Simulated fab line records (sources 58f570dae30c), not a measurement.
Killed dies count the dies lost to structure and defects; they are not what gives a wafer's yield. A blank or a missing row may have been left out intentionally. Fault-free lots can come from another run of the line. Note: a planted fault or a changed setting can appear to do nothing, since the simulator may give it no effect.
8D (eight disciplines) problem report, filled in by code | flow berkeley cmos170 | the parts of the form that need people (team, actions taken, sign-off) are left out

== 1. THE ISSUE ==
At UCB170_M2_METAL_ETCH_18, bias w averages 100.9 W over 6 wafers from 2 lots, while fault-free wafers read 120.0 W, standard deviation 0.35. That puts it -55 standard deviations away from the usual mean.
The step: etches Al in Cl2/BCl3, stops on SiO2, target depth 1170 nm, time 195 s.
Seen first at day 11 08:34 on rie metal-04, wafer L627.2. At this step, 42 wafers from 14 lots have a number in the record. Rule for "out", or "out of limits": more than 4 standard deviations from the usual mean. The other wafers with a number count as sound.

== 2. WHAT IT IS AND WHAT IT IS NOT ==
question                    | is                     | is not
which readings at this step | bias w                 | drypump motor current A, throttle valve pct
which lots                  | L627, L629             | L616, L617, L618, L619, L620, L622, L623, L628, L633, L634, L635, L636
which wafers of those lots  | all that have a number | -
read on which tools         | rie metal-04           | rie metal-02, rie metal-03
when                        | from day 11 08:34      | up to then (21 sound wafers); but 15 sound wafers of L628, L633, L634, L635, L636 came after

== 3. SUSPECTS, AND WHAT RULES EACH OUT ==
Counting: a tool stays on the suspect list if, at a process step up to the reading, it processed all lots that are out and no sound lot following the first of them.
- rie metal-04 at UCB170_M2_METAL_ETCH_18 (etches Al in Cl2/BCl3, stops on SiO2, target depth 1170 nm, time 195 s): kept. It ran every lot that is out, first L627 (day 11 08:34), and no sound lot after that; its last sound lot up to then is L620 (day 9 20:04). Its own readings are out on those wafers: bias w.
Left after counting: rie metal-04 at UCB170_M2_METAL_ETCH_18.

== 4. THE CAUSE (what the simulator had put in) ==
rie metal-04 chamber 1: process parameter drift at UCB170_M2_METAL_ETCH_18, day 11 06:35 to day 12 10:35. A move of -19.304 in setting bias w, from 120. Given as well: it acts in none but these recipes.
After counting, this tool was the only one left.

== 5. THE CHAIN OF EFFECTS, in route order ==
Rows list readings where the struck wafers' mean (over those with a number) sits beyond 3 standard deviations from the usual. Readings are gone through only where the record gives a usual standard deviation; hours: the median, over the lots, of the time from a lot's start at the first step in this table giving one to that lot's start at this step; sigmas: the change measured in usual standard deviations.
hours | step                    | reading | usual   | on struck wafers | change | sigmas
0     | UCB170_M2_METAL_ETCH_18 | bias w  | 120.0 W | 100.9            | -19.1  | -55
It contains these process steps:
- UCB170_M2_METAL_ETCH_18: etches Al in Cl2/BCl3, stops on SiO2, target depth 1170 nm, time 195 s.

== 6. HOW IT WOULD HAVE BEEN CAUGHT EARLIER ==
In this record no reading fell out of limits until day 11 08:34, 2 hours after the fault had begun at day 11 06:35.
